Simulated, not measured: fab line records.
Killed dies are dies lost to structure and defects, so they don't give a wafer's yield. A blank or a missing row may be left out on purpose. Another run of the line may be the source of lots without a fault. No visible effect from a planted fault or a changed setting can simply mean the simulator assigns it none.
Split-lot study -- flow berkeley_cmos170 -- 23 wafers read across 5 lots, on a route 331 steps long

ON THE SPLIT
At UCB170_SACOX_OXIDATION_01 (target thk 14.4 nm, ox time 2400 s), the setting ox_time_s was moved away from the recipe's 2400 s on 10 of the 23 wafers read, by -10.2% to -5.1%. All remaining wafers had this setting at the recipe value.

Reading taken at the split's own step.

THE READING
SiO2_of_SACOX_OXIDATION_01.thk_nm (the simulator's own value, which no gauge read), in nm, at UCB170_SACOX_OXIDATION_01 (target thk 14.4 nm, ox time 2400 s). There is no usual value for it anywhere in the file. The 13 wafers here that ran the recipe average 14.40 nm, standard deviation 0.18 nm.

wafer,"tool, chamber at the split","ox_time_s as run, s",against the recipe,"SiO2_of_SACOX_OXIDATION_01.thk_nm, nm",against lot-mates on the recipe
L078.1,"-, -",2278,-5.1%,13.88,no lot-mate on the recipe
L078.2,"-, -",2278,-5.1%,13.89,no lot-mate on the recipe
L078.3,"-, -",2278,-5.1%,13.99,no lot-mate on the recipe
L078.4,"-, -",2278,-5.1%,14.3,no lot-mate on the recipe
L078.5,"-, -",2278,-5.1%,14.1,no lot-mate on the recipe
L082.1,"-, -",2400,recipe,14.31,-
L082.2,"-, -",2400,recipe,14.25,-
L082.3,"-, -",2400,recipe,14.08,-
L082.4,"-, -",2400,recipe,14.35,-
L082.5,"-, -",2400,recipe,14.17,-
L083.1,"-, -",2400,recipe,14.4,-
L083.2,"-, -",2400,recipe,14.55,-
L083.4,"-, -",2400,recipe,14.32,-
L083.5,"-, -",2400,recipe,14.47,-
L083.6,"-, -",2400,recipe,14.36,-
L084.1,"furnace-01, 0",2400,recipe,14.69,-
L084.5,"furnace-01, 0",2400,recipe,14.47,-
L084.6,"furnace-01, 0",2400,recipe,14.73,-
L085.1,"-, -",2156,-10.2%,13.05,no lot-mate on the recipe
L085.2,"-, -",2156,-10.2%,13.85,no lot-mate on the recipe
L085.3,"-, -",2156,-10.2%,13.34,no lot-mate on the recipe
L085.4,"-, -",2156,-10.2%,13.34,no lot-mate on the recipe
L085.6,"-, -",2156,-10.2%,13.16,no lot-mate on the recipe

THE FIT
A straight line over all 23 wafers: SiO2_of_SACOX_OXIDATION_01.thk_nm changes by +0.0995 nm for each +1% of ox_time_s; r = +0.89; the points scatter about the line by 0.22 nm.
Too few moved wafers have a lot-mate on the recipe to fit a line with each lot's own level taken away.

THE FILE'S OWN FIT
SiO2_of_SACOX_OXIDATION_01.thk_nm changes by +0.0995 nm for each +1% of ox_time_s, r = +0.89.
